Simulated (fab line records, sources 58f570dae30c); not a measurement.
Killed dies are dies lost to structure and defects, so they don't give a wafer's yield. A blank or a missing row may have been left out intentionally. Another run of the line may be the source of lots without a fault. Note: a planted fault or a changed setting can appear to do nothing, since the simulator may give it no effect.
Split-lot study || flow berkeley_cmos170 || 5 lots, 23 wafers read, on a route of 331 steps

## THE SPLIT ITSELF
At UCB170_NWELL_CVD_04 (deposits Si3N4 from SiH2Cl2/NH3, target thk 224 nm, time 3360 s), the setting temp_c was moved away from the recipe's 800 C on 20 of the 23 wafers read, by -2.6% to +2.6%. This setting was run at the recipe's value on the other wafers.

## FROM THE SPLIT ON TO THE READING: in between, the file shows 1 step
- UCB170_NWELL_THK_MEAS_05

## THE READING
oes_product_au, in a.u., at UCB170_NWELL_ETCH_13 (etches Si3N4 in CH3F/Ar/O2, stops on SiO2, target depth 246.4 nm, time 154 s). On this fab line, fault-free wafers typically give 0.941 a.u. with a standard deviation of 0.016 a.u.

{"wafer": "L074.1", "tool, chamber at the split": "-, -", "temp_c as run, C": 787.2, "against the recipe": "-1.6%", "oes_product_au, a.u.": 0.823, "against lot-mates on the recipe": "no lot-mate on the recipe"}
{"wafer": "L074.2", "tool, chamber at the split": "-, -", "temp_c as run, C": 787.2, "against the recipe": "-1.6%", "oes_product_au, a.u.": 0.820, "against lot-mates on the recipe": "no lot-mate on the recipe"}
{"wafer": "L074.3", "tool, chamber at the split": "-, -", "temp_c as run, C": 787.2, "against the recipe": "-1.6%", "oes_product_au, a.u.": 0.823, "against lot-mates on the recipe": "no lot-mate on the recipe"}
{"wafer": "L074.5", "tool, chamber at the split": "-, -", "temp_c as run, C": 787.2, "against the recipe": "-1.6%", "oes_product_au, a.u.": 0.827, "against lot-mates on the recipe": "no lot-mate on the recipe"}
{"wafer": "L074.6", "tool, chamber at the split": "-, -", "temp_c as run, C": 787.2, "against the recipe": "-1.6%", "oes_product_au, a.u.": 0.820, "against lot-mates on the recipe": "no lot-mate on the recipe"}
{"wafer": "L078.4", "tool, chamber at the split": "lpcvd-02, 1", "temp_c as run, C": 800, "against the recipe": "recipe", "oes_product_au, a.u.": 0.936, "against lot-mates on the recipe": "-"}
{"wafer": "L078.5", "tool, chamber at the split": "lpcvd-02, 1", "temp_c as run, C": 800, "against the recipe": "recipe", "oes_product_au, a.u.": 0.931, "against lot-mates on the recipe": "-"}
{"wafer": "L078.6", "tool, chamber at the split": "lpcvd-02, 1", "temp_c as run, C": 800, "against the recipe": "recipe", "oes_product_au, a.u.": 0.931, "against lot-mates on the recipe": "-"}
{"wafer": "L079.1", "tool, chamber at the split": "-, -", "temp_c as run, C": 821.1, "against the recipe": "+2.6%", "oes_product_au, a.u.": 1.024, "against lot-mates on the recipe": "no lot-mate on the recipe"}
{"wafer": "L079.3", "tool, chamber at the split": "-, -", "temp_c as run, C": 821.1, "against the recipe": "+2.6%", "oes_product_au, a.u.": 1.001, "against lot-mates on the recipe": "no lot-mate on the recipe"}
{"wafer": "L079.4", "tool, chamber at the split": "-, -", "temp_c as run, C": 821.1, "against the recipe": "+2.6%", "oes_product_au, a.u.": 0.999, "against lot-mates on the recipe": "no lot-mate on the recipe"}
{"wafer": "L079.5", "tool, chamber at the split": "-, -", "temp_c as run, C": 821.1, "against the recipe": "+2.6%", "oes_product_au, a.u.": 1.011, "against lot-mates on the recipe": "no lot-mate on the recipe"}
{"wafer": "L079.6", "tool, chamber at the split": "-, -", "temp_c as run, C": 821.1, "against the recipe": "+2.6%", "oes_product_au, a.u.": 1.034, "against lot-mates on the recipe": "no lot-mate on the recipe"}
{"wafer": "L083.1", "tool, chamber at the split": "-, -", "temp_c as run, C": 781.1, "against the recipe": "-2.4%", "oes_product_au, a.u.": 0.793, "against lot-mates on the recipe": "no lot-mate on the recipe"}
{"wafer": "L083.3", "tool, chamber at the split": "-, -", "temp_c as run, C": 781.1, "against the recipe": "-2.4%", "oes_product_au, a.u.": 0.795, "against lot-mates on the recipe": "no lot-mate on the recipe"}
{"wafer": "L083.4", "tool, chamber at the split": "-, -", "temp_c as run, C": 781.1, "against the recipe": "-2.4%", "oes_product_au, a.u.": 0.783, "against lot-mates on the recipe": "no lot-mate on the recipe"}
{"wafer": "L083.5", "tool, chamber at the split": "-, -", "temp_c as run, C": 781.1, "against the recipe": "-2.4%", "oes_product_au, a.u.": 0.785, "against lot-mates on the recipe": "no lot-mate on the recipe"}
{"wafer": "L083.6", "tool, chamber at the split": "-, -", "temp_c as run, C": 781.1, "against the recipe": "-2.4%", "oes_product_au, a.u.": 0.771, "against lot-mates on the recipe": "no lot-mate on the recipe"}
{"wafer": "L085.2", "tool, chamber at the split": "-, -", "temp_c as run, C": 779.1, "against the recipe": "-2.6%", "oes_product_au, a.u.": 0.773, "against lot-mates on the recipe": "no lot-mate on the recipe"}
{"wafer": "L085.3", "tool, chamber at the split": "-, -", "temp_c as run, C": 779.1, "against the recipe": "-2.6%", "oes_product_au, a.u.": 0.748, "against lot-mates on the recipe": "no lot-mate on the recipe"}
{"wafer": "L085.4", "tool, chamber at the split": "-, -", "temp_c as run, C": 779.1, "against the recipe": "-2.6%", "oes_product_au, a.u.": 0.753, "against lot-mates on the recipe": "no lot-mate on the recipe"}
{"wafer": "L085.5", "tool, chamber at the split": "-, -", "temp_c as run, C": 779.1, "against the recipe": "-2.6%", "oes_product_au, a.u.": 0.741, "against lot-mates on the recipe": "no lot-mate on the recipe"}
{"wafer": "L085.6", "tool, chamber at the split": "-, -", "temp_c as run, C": 779.1, "against the recipe": "-2.6%", "oes_product_au, a.u.": 0.737, "against lot-mates on the recipe": "no lot-mate on the recipe"}

FIT RESULTS
A straight line over all 23 wafers: oes_product_au changes by +0.0489 a.u. for each +1% of temp_c; r = +0.98; the points scatter about the line by 0.02 a.u.
Too few moved wafers have a lot-mate on the recipe to fit a line with each lot's own level taken away.

## THE WHOLE CHAIN: every reading that the file lists as answering this split, in the file's order
{"step": "UCB170_NWELL_CVD_04", "what it does": "deposits Si3N4 from SiH2Cl2/NH3, target thk 224 nm, time 3360 s", "reading": "Si3N4_of_NWELL_CVD_04.thk_nm (the simulator's own value, which no gauge read)", "change (the file's fit)": "+33.8 nm for each +1% of the setting", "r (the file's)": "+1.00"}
{"step": "UCB170_NWELL_THK_MEAS_05", "what it does": "", "reading": "NWELL_NITRIDE_THK", "change (the file's fit)": "+33.8 for each +1% of the setting", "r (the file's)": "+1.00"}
{"step": "UCB170_NWELL_ETCH_13", "what it does": "etches Si3N4 in CH3F/Ar/O2, stops on SiO2, target depth 246.4 nm, time 154 s", "reading": "oes_product_au", "change (the file's fit)": "+0.0489 a.u. for each +1% of the setting", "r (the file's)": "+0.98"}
{"step": "UCB170_NWELL_ETCH_13", "what it does": "etches Si3N4 in CH3F/Ar/O2, stops on SiO2, target depth 246.4 nm, time 154 s", "reading": "etch.depth_nm (the simulator's own value, which no gauge read)", "change (the file's fit)": "+18.1 nm for each +1% of the setting", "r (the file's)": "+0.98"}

## THE FILE'S OWN FIT
oes_product_au changes by +0.0489 a.u. for each +1% of temp_c, r = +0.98.
